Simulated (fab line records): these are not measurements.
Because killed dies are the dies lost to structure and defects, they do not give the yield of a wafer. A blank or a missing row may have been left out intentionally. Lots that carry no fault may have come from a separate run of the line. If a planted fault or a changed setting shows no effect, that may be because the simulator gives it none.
Problem report, 8D (eight disciplines) form, completed by code | flow rit-cmos | the parts of the form that need people (team, actions taken, sign-off) are left out

== 1. PROBLEM STATEMENT ==
At RIT_GATE_ETCH_19, oes-product-au averages 0.947 a.u. over 6 wafers from 2 lots, while fault-free wafers read 0.851 a.u., standard deviation 0.012. That puts it +8.0 standard deviations away from the usual mean.
The step: etches poly-Si in SF6/CHF3/O2, stops on SiO2, time 165 s, target depth 312.5 nm.
Seen first at day 4 16:14 on rie-si-01, wafer L606.1. At this step, 39 wafers from 13 lots have a number in the record. Rule for "out", or "out of limits": more than 4 standard deviations from the usual mean. All remaining wafers that have a number are taken as sound.

== 2. WHAT THIS IS AND IS NOT ==
question                    | is                     | is not
which readings at this step | oes-product-au         | drypump-motor-current-A
which lots                  | L606, L608             | L596, L597, L598, L599, L600, L602, L611, L613, L615, L617, L619
which wafers of those lots  | all that have a number | -
read on which tools         | rie-si-01              | rie-si-02
when                        | from day 4 16:14       | up to then (18 sound wafers); but 15 sound wafers of L611, L613, L615, L617, L619 came after

== 3. WHAT RULES OUT EACH SUSPECT ==
Counting: a tool at a process step up to the reading stays a suspect if it ran every lot that is out and no sound lot after the first of them.
- rie-si-01 at RIT_GATE_ETCH_19 (etches poly-Si in SF6/CHF3/O2, stops on SiO2, time 165 s, target depth 312.5 nm): kept. It processed each lot that is out, first L606 at day 4 16:14, and no sound lot thereafter; up to then, the last sound lot it processed was L602 at day 3 18:01. On those wafers its own readings are out: oes-product-au.
Remaining after the count: rie-si-01 at RIT_GATE_ETCH_19.

== 4. THE CAUSE (what the simulator had put in) ==
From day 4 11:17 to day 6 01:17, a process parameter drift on rie-si-01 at RIT_GATE_ETCH_19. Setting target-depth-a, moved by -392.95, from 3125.
This tool alone remained once counting was done.

== 5. SEQUENCE OF EFFECTS, ordered by route ==
Rows list readings where the struck wafers' mean (over those with a number) sits beyond 3 standard deviations from the usual. Only readings whose record carries a usual standard deviation are examined. hours: median over the lots of the time between each lot's start at the first step of this table that gives one and its start at this step. sigmas: the change, counted in usual standard deviations.
hours | step             | reading        | usual      | on struck wafers | change | sigmas
0     | RIT_GATE_ETCH_19 | oes-product-au | 0.851 a.u. | 0.947            | +0.096 | +8.0
Process steps it contains:
- RIT_GATE_ETCH_19: etches poly-Si in SF6/CHF3/O2, stops on SiO2, time 165 s, target depth 312.5 nm.

== 6. WHAT WOULD HAVE CAUGHT IT SOONER ==
First out-of-limits reading in this record: day 4 16:14, which is 5 hours after fault onset at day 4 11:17.
